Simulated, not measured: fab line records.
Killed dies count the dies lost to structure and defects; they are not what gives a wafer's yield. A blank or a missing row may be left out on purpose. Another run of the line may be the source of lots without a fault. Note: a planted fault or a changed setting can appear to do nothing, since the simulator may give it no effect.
Which tool is to blame? ; flow berkeley-cmos170 ; 14 lots, 42 wafers sampled, at 3 steps of a route of 331

## WHAT EACH GAUGE READ, for each wafer
UCB170_SDANNEAL_RS_MEAS_03: measurement is done with a four-point probe.
lot;measured;on;NSD_RS (ohm/sq)
L763;day 8 06:17;film-metro-04;37.24 37.30 37.24
L766;day 8 20:09;film-metro-02;37.40 37.35 37.39
L768;day 9 09:02;film-metro-03;37.35 37.22 37.26
L769;day 9 20:33;film-metro-02;37.35 37.37 37.39
L770;day 9 21:01;film-metro-04;37.24 37.24 37.17
L771;day 9 21:04;film-metro-03;37.33 37.29 37.24
L774;day 10 15:23;film-metro-03;37.42 37.32 37.44
L779;day 11 03:04;film-metro-02;37.27 37.26 37.35
L777;day 11 03:33;film-metro-03;38.04 38.10 38.05 38.06 38.09 38.09
L780;day 11 09:40;film-metro-04;38.12 38.22 38.17 38.19 38.15 38.23
L783;day 12 06:48;film-metro-03;37.26 37.31 37.31
L784;day 12 07:13;film-metro-02;37.25 37.27 37.35
L782;day 12 07:25;film-metro-03;37.32 37.27 37.43
L785;day 12 16:40;film-metro-03;37.31 37.30 37.30

## WHICH TOOL RAN EACH LOT (tool, then ch and the chambers of the sampled wafers, then the start)
lot;UCB170_NSD_IMPLANT_08;UCB170_NSD_STRIP_09
L763;implanter-04 ch 0, day 8 04:28;plasma-asher-02 ch 0,1, day 8 04:35
L766;implanter-03 ch 0, day 8 17:44;plasma-asher-02 ch 0,1, day 8 17:52
L768;implanter-03 ch 0, day 9 07:25;plasma-asher-04 ch 0,1, day 9 07:34
L769;implanter-04 ch 0, day 9 18:55;plasma-asher-04 ch 0,1, day 9 19:04
L770;implanter-03 ch 0, day 9 19:21;plasma-asher-02 ch 0,1, day 9 19:29
L771;implanter-01 ch 0, day 9 19:28;plasma-asher-04 ch 0,1, day 9 19:37
L774;implanter-01 ch 0, day 10 13:05;plasma-asher-02 ch 0,1, day 10 13:13
L779;implanter-04 ch 0, day 11 01:32;plasma-asher-03 ch 0,1, day 11 01:40
L777;implanter-01 ch 0, day 11 01:58;plasma-asher-04 ch 0,1, day 11 02:05
L780;implanter-01 ch 0, day 11 08:05;plasma-asher-04 ch 0,1, day 11 08:14
L783;implanter-04 ch 0, day 12 05:20;plasma-asher-04 ch 0,1, day 12 05:28
L784;implanter-04 ch 0, day 12 05:44;plasma-asher-04 ch 0,1, day 12 05:53
L782;implanter-03 ch 0, day 12 05:53;plasma-asher-03 ch 0,1, day 12 06:00
L785;implanter-04 ch 0, day 12 15:12;plasma-asher-04 ch 0,1, day 12 15:21
- UCB170_NSD_IMPLANT_08
- UCB170_NSD_STRIP_09: strips in O2.

## WHAT THE TOOLS THEMSELVES READ (means of the sampled wafers that have a number; where no wafer has one, the mark that the record gives instead)
UCB170_NSD_IMPLANT_08.
lot;tool;dose-ions-cm2
L763;implanter-04;3e+15
L766;implanter-03;3e+15
L768;implanter-03;3e+15
L769;implanter-04;3e+15
L770;implanter-03;3e+15
L771;implanter-01;3e+15
L774;implanter-01;3e+15
L779;implanter-04;3e+15
L777;implanter-01;3e+15
L780;implanter-01;3e+15
L783;implanter-04;3e+15
L784;implanter-04;3e+15
L782;implanter-03;3e+15
L785;implanter-04;3e+15

UCB170_NSD_STRIP_09.
lot;tool;drypump-motor-current-A (A);oes-product-au (a.u.);strip-time-to-endpoint-s (s)
L763;plasma-asher-02;6.5;0.533;35.74
L766;plasma-asher-02;6.5;0.535;35.78
L768;plasma-asher-04;5.8;0.531;35.81
L769;plasma-asher-04;5.9;0.536;35.70
L770;plasma-asher-02;6.5;0.533;35.79
L771;plasma-asher-04;5.8;0.538;35.81
L774;plasma-asher-02;6.5;0.534;35.70
L779;plasma-asher-03;6.3;0.537;35.89
L777;plasma-asher-04;5.9;0.535;35.46
L780;plasma-asher-04;5.8;0.539;35.32
L783;plasma-asher-04;5.9;0.533;35.97
L784;plasma-asher-04;5.8;0.536;35.87
L782;plasma-asher-03;6.2;0.536;35.78
L785;plasma-asher-04;5.9;0.534;35.70

## THE ANSWER, worked out from the rows above alone
Rule: what is usual is taken from the lots themselves. Put in order of their means at a reading, lots are off if they are a third of the lots or fewer, leave a main group of 4 or more, and stand apart from it by a gap of 3 or more times the standard deviation of the main group's means; of several such gaps the widest counts. The tables above print the reading to a certain number of digits; a main group whose means all agree to those digits is not used. Also off: a lot with no number at a reading for which 4 or more lots have one. Any other lot the step has rows for is counted as sound. After the gauges, taken in route order, come the tools' own readings; for these a lot's mean is taken, as printed above. The first step at which some lot is off is used, and at that step the reading that is off furthest; a lot without a number counts as furthest.
Off: L777, L780, seen at UCB170_SDANNEAL_RS_MEAS_03 (NSD_RS). The main group: mean 37.31 ohm/sq, standard deviation 0.05.
A tool fits if, at a process step before that reading, it ran every lot that is off, and no sound lot after the first of them. Not tried: the gauges at UCB170_SDANNEAL_RS_MEAS_03; whatever is off there is also off at UCB170_NSD_STRIP_09, on other tools, and gauge error can't account for it. One candidate fits, namely implanter-01 at UCB170_NSD_IMPLANT_08. A fault onset in the window from L774 (day 10 13:05, its last sound lot) to L777 (day 11 01:58, its first lot off) fits.

## WHAT THE SIMULATOR PUT IN
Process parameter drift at UCB170_NSD_IMPLANT_08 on implanter-01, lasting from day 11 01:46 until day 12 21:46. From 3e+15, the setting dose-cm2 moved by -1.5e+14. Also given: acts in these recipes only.
Lots struck among those shown: L777, L780. The rule above found the same.
